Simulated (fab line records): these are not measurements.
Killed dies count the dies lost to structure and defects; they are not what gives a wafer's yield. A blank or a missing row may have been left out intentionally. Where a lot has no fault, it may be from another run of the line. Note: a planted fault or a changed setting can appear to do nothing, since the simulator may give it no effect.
Which of the tools did it? | flow rit-cmos | Sampling: 15 lots, 45 wafers, 3 of 202 route steps

== WHAT EACH GAUGE READ, for each wafer ==
RIT_PSD_TW_MEAS_10.
lot  | measured    | on            | PSD_TW
L595 | day 3 15:59 | film-metro-04 | 3424 3412 3420
L596 | day 3 18:39 | film-metro-03 | 3448 3452 3470
L598 | day 3 23:48 | film-metro-02 | 3446 3425 3470
L599 | day 4 07:22 | film-metro-02 | 3449 3426 3436
L601 | day 4 11:31 | film-metro-03 | 3463 3469 3465
L602 | day 4 22:45 | film-metro-03 | 3457 3462 3452
L604 | day 5 01:08 | film-metro-02 | 3418 3426 3415
L606 | day 5 18:08 | film-metro-02 | 3434 3459 3454
L607 | day 5 20:24 | film-metro-03 | 3493 3471 3466
L608 | day 6 00:55 | film-metro-03 | 3470 3462 3481
L610 | day 6 12:38 | film-metro-04 | 3395 3381 3394
L612 | day 6 21:03 | film-metro-02 | 2619 2626 2614
L614 | day 7 05:23 | film-metro-03 | 2637 2634 2642
L615 | day 7 07:23 | film-metro-04 | 2579 2578 2566
L618 | day 8 02:01 | film-metro-03 | 3438 3429 3440

RIT_SDANNEAL_RS_MEAS_04: uses a four-point probe to measure.
lot  | measured    | on            | PSD_RS (ohm/sq)
L595 | day 3 16:29 | film-metro-04 | 115.88 115.81 115.89
L596 | day 3 19:09 | film-metro-02 | 116.17 115.84 115.80
L598 | day 4 00:17 | film-metro-02 | 116.08 116.16 116.12
L599 | day 4 07:52 | film-metro-02 | 115.86 115.84 115.77
L601 | day 4 12:01 | film-metro-02 | 115.57 115.81 115.92
L602 | day 4 23:15 | film-metro-02 | 116.30 115.78 115.98
L604 | day 5 01:39 | film-metro-04 | 115.94 116.01 115.97
L606 | day 5 18:38 | film-metro-04 | 115.41 115.85 116.01
L607 | day 5 20:53 | film-metro-02 | 114.83 115.00 115.03
L608 | day 6 01:25 | film-metro-04 | 116.51 116.17 116.24
L610 | day 6 13:07 | film-metro-02 | 115.43 115.73 115.77
L612 | day 6 21:32 | film-metro-03 | 150.07 150.40 149.82
L614 | day 7 05:55 | film-metro-03 | 153.15 152.90 155.32
L615 | day 7 07:53 | film-metro-03 | 151.88 151.92 154.19
L618 | day 8 02:43 | film-metro-03 | 115.62 115.93 115.57

== EACH LOT AND THE TOOL THAT RAN IT (in order: tool; ch and the chambers of the sampled wafers; start) ==
lot  | RIT_PSD_IMPLANT_08
L595 | implanter-01 ch 0, day 3 15:40
L596 | implanter-03 ch 0, day 3 18:21
L598 | implanter-03 ch 0, day 3 23:29
L599 | implanter-01 ch 0, day 4 07:03
L601 | implanter-01 ch 0, day 4 11:13
L602 | implanter-03 ch 0, day 4 22:25
L604 | implanter-02 ch 0, day 5 00:49
L606 | implanter-03 ch 0, day 5 17:49
L607 | implanter-03 ch 0, day 5 20:04
L608 | implanter-03 ch 0, day 6 00:37
L610 | implanter-01 ch 0, day 6 12:18
L612 | implanter-01 ch 0, day 6 20:44
L614 | implanter-01 ch 0, day 7 05:07
L615 | implanter-01 ch 0, day 7 07:05
L618 | implanter-02 ch 0, day 8 01:41
- RIT_PSD_IMPLANT_08

== AS READ BY THE TOOLS THEMSELVES (means over the sampled wafers that have a number; for cases with no such wafer, the mark the record gives instead) ==
RIT_PSD_IMPLANT_08.
lot  | tool         | beam-energy-keV | beam-on-s (s) | dose-ions-cm2 | end-station-pressure-torr (Torr) | faraday-current-uA
L595 | implanter-01 | 26.995          | 14.7          | 5e+15         | 1.28e-05                         | 10488
L596 | implanter-03 | 27.001          | 12.8          | 5e+15         | 1.42e-05                         | 11995
L598 | implanter-03 | 26.994          | 12.7          | 5e+15         | 1.46e-05                         | 12023
L599 | implanter-01 | 26.999          | 14.7          | 5e+15         | 1.26e-05                         | 10496
L601 | implanter-01 | 27.000          | 14.4          | 5e+15         | 1.26e-05                         | 10714
L602 | implanter-03 | 27.006          | 12.7          | 5e+15         | 1.36e-05                         | 12119
L604 | implanter-02 | 26.995          | 14.2          | 5e+15         | 1.30e-05                         | 10890
L606 | implanter-03 | 26.996          | 12.6          | 5e+15         | 1.41e-05                         | 12241
L607 | implanter-03 | 26.999          | 12.9          | 5e+15         | 1.45e-05                         | 11936
L608 | implanter-03 | 26.991          | 12.7          | 5e+15         | 1.41e-05                         | 12054
L610 | implanter-01 | 27.018          | 14.9          | 5e+15         | 1.27e-05                         | 10322
L612 | implanter-01 | 27.006          | 10.0          | 1e+15         | 7.53e-06                         | 3119
L614 | implanter-01 | 26.994          | 9.8           | 1e+15         | 7.13e-06                         | 3184
L615 | implanter-01 | 26.989          | 10.1          | 1e+15         | 7.60e-06                         | 3105
L618 | implanter-02 | 26.995          | 13.9          | 5e+15         | 1.28e-05                         | 11079

== THE ANSWER, worked out from the rows above alone ==
Rule: usual is defined by the lots themselves. The widest of any qualifying gaps counts: lots, ordered by their means at a reading, are off when they make up no more than a third of the lots, leave a main group of 4 or more, and stand apart from it by 3 or more times the standard deviation of that group's means. Not used: any main group whose means are identical at the precision the tables above print for the reading. A lot without any number at a reading at which 4 lots or more have one is off too. Any other lot the step has rows for is counted as sound. The gauges are gone through in route order, then the tools' own readings, and for those a lot's mean is taken as printed above. At the first step where some lot is off, the reading lying furthest off is the one used; lots without a number count as furthest.
Off: at RIT_PSD_TW_MEAS_10 (PSD_TW), L612, L614, L615. Mean 3444 and standard deviation 24 in the main group.
A tool fits if, at a process step before that reading, it ran every lot that is off, and no sound lot after the first of them. The gauges at RIT_PSD_TW_MEAS_10 aren't tried: what is off there is off at RIT_PSD_IMPLANT_08 too, on other tools, and a gauge's error can't cause that. One fits: implanter-01 at RIT_PSD_IMPLANT_08. A fault onset in the window from L610 (day 6 12:18, its last sound lot) to L612 (day 6 20:44, its first lot off) fits.
The tool's own readings at RIT_PSD_IMPLANT_08 bear it out: on the lots that are off they differ by more than 5 times the standard deviation of the sound lots' means. dose-ions-cm2 reads 1e+15 there against 5e+15 on the sound lots; end-station-pressure-torr reads 7.42e-06 Torr there against 1.35e-05 Torr on the sound lots; faraday-current-uA reads 3136 there against 11363 on the sound lots.

== WHAT WAS PUT IN BY THE SIMULATOR ==
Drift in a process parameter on implanter-01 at RIT_PSD_IMPLANT_08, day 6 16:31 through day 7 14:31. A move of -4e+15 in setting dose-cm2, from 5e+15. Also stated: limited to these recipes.
Struck lots among those shown: L612, L614, L615. This agrees with what the rule above found.
